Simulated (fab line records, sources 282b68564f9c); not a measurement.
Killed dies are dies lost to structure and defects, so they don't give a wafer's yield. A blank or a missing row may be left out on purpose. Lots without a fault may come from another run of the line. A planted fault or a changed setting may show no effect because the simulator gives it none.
Which tool did it? | flow rit_cmos | 14 lots, 42 wafers sampled, at 3 steps of a route of 202

WHAT THE GAUGES READ, wafer by wafer
RIT_SILICIDE_RS_MEAS_02: measures by four-point-probe. Usual: SILICIDE_TI_RS 50.3 ohm/sq, standard deviation 0.56.
lot  | measured    | on            | SILICIDE_TI_RS (ohm/sq) | flag
L732 | day 3 12:56 | film_metro-01 | 49.2 49.8 49.9          |
L735 | day 4 00:54 | film_metro-04 | 49.6 49.5 49.2          |
L736 | day 4 02:20 | film_metro-04 | 50.3 51.3 50.3          |
L737 | day 4 04:47 | film_metro-01 | 49.4 50.3 50.0          |
L738 | day 4 12:55 | film_metro-02 | 50.8 50.5 50.3          |
L744 | day 5 22:44 | film_metro-02 | 51.0 51.8 51.1          |
L747 | day 6 11:09 | film_metro-04 | - - -                   | OFF
L748 | day 6 16:39 | film_metro-01 | - - -                   | OFF
L749 | day 6 18:17 | film_metro-04 | 49.8 50.2 50.8          |
L750 | day 7 01:01 | film_metro-01 | 50.2 50.2 50.0          |
L752 | day 7 07:53 | film_metro-01 | 49.8 50.4 50.7          |
L753 | day 7 13:28 | film_metro-01 | 50.0 49.9 50.9          |
L754 | day 7 22:30 | film_metro-02 | 50.4 49.9 49.9          |
L755 | day 8 03:59 | film_metro-02 | 50.0 50.4 50.0          |

RIT_SILICIDE_THK_MEAS_03: measures by xrf. Usual: SILICIDE_TI_THK 29.1 nm, standard deviation 0.31.
lot  | measured    | on            | SILICIDE_TI_THK (nm) | flag
L732 | day 3 13:04 | film_metro-01 | 29.3 28.9 29.2       |
L735 | day 4 00:59 | film_metro-04 | 29.5 29.5 29.6       |
L736 | day 4 02:28 | film_metro-04 | 29.1 28.7 29.0       |
L737 | day 4 04:54 | film_metro-01 | 29.3 28.9 29.1       |
L738 | day 4 13:02 | film_metro-02 | 29.0 29.0 29.3       |
L744 | day 5 22:51 | film_metro-02 | 29.0 28.8 28.9       |
L747 | day 6 11:16 | film_metro-04 | <0.0 <0.0 <0.0       | OFF
L748 | day 6 16:46 | film_metro-01 | <0.0 <0.0 <0.0       | OFF
L749 | day 6 18:23 | film_metro-04 | 29.5 29.3 29.1       |
L750 | day 7 01:08 | film_metro-01 | 28.8 29.0 28.8       |
L752 | day 7 07:59 | film_metro-01 | 28.9 28.6 28.8       |
L753 | day 7 13:34 | film_metro-01 | 28.9 29.1 28.6       |
L754 | day 7 22:37 | film_metro-02 | 29.2 29.5 29.5       |
L755 | day 8 04:06 | film_metro-02 | 29.3 29.0 29.4       |

WHICH TOOL RAN EACH LOT (tool, then ch and the chambers of the sampled wafers, then the start)
lot  | RIT_SILICIDE_SPUTTER_01
L732 | pvd_sputter-04, day 3 12:47
L735 | pvd_sputter-04, day 4 00:41
L736 | pvd_sputter-02, day 4 02:11
L737 | pvd_sputter-04, day 4 04:38
L738 | pvd_sputter-02, day 4 12:45
L744 | pvd_sputter-01, day 5 22:35
L747 | pvd_sputter-02, day 6 10:59
L748 | pvd_sputter-04, day 6 16:29
L749 | pvd_sputter-02, day 6 18:07
L750 | pvd_sputter-04, day 7 00:51
L752 | pvd_sputter-04, day 7 07:42
L753 | pvd_sputter-02, day 7 13:17
L754 | pvd_sputter-04, day 7 22:20
L755 | pvd_sputter-02, day 8 03:50
- RIT_SILICIDE_SPUTTER_01: material Ti, target thk 30 nm, time 229.8 s.

WHAT THE TOOLS THEMSELVES READ (means of the sampled wafers that have a number; where no wafer has one, the mark that the record gives instead)
RIT_SILICIDE_SPUTTER_01. Usual: cathode_dc_power_W 349.99 W, standard deviation 0.058; chamber_pressure_pa 0.6671 Pa, standard deviation 0.0012; throttle_valve_pct 30.2 %, standard deviation 0.55.
lot  | tool           | cathode_dc_power_W (W) | chamber_pressure_pa (Pa) | throttle_valve_pct (%) | flag
L732 | pvd_sputter-04 | 350.03                 | 0.6684                   | 31.0                   |
L735 | pvd_sputter-04 | 350.01                 | 0.6672                   | 30.2                   |
L736 | pvd_sputter-02 | 349.94                 | 0.6679                   | 29.8                   |
L737 | pvd_sputter-04 | 349.98                 | 0.6670                   | 30.9                   |
L738 | pvd_sputter-02 | 350.02                 | 0.6665                   | 29.6                   |
L744 | pvd_sputter-01 | 349.98                 | 0.6679                   | 30.4                   |
L747 | pvd_sputter-02 | -                      | -                        | -                      | OFF
L748 | pvd_sputter-04 | -                      | -                        | -                      | OFF
L749 | pvd_sputter-02 | 350.00                 | 0.6663                   | 29.5                   |
L750 | pvd_sputter-04 | 349.95                 | 0.6685                   | 30.4                   |
L752 | pvd_sputter-04 | 349.96                 | 0.6684                   | 30.7                   |
L753 | pvd_sputter-02 | 349.97                 | 0.6661                   | 29.8                   |
L754 | pvd_sputter-04 | 349.97                 | 0.6678                   | 30.4                   |
L755 | pvd_sputter-02 | 349.98                 | 0.6689                   | 29.9                   |

THE ANSWER, worked out from the rows above alone
Rule: a lot is off if the mean of its wafers that have a number lies more than 3 standard deviations from the usual mean. A lot without any number at a reading at which 4 lots or more have one is off too. The other lots that the step has rows for count as sound. The gauges are gone through in route order, then the tools' own readings, and for those a lot's mean is taken as printed above. The first step at which some lot is off is used, and at that step the reading that is off furthest; a lot without a number counts as furthest.
Off: L747, L748, at RIT_SILICIDE_RS_MEAS_02 (SILICIDE_TI_RS). Without a number there: L747, L748.
A tool fits if, at a process step before that reading, it ran every lot that is off, and no sound lot after the first of them. The gauges at RIT_SILICIDE_RS_MEAS_02 aren't tried: what is off there is off at RIT_SILICIDE_SPUTTER_01 too, on other tools, and a gauge's error can't cause that. None of those tried fits.

WHAT THE SIMULATOR HAD PUT IN
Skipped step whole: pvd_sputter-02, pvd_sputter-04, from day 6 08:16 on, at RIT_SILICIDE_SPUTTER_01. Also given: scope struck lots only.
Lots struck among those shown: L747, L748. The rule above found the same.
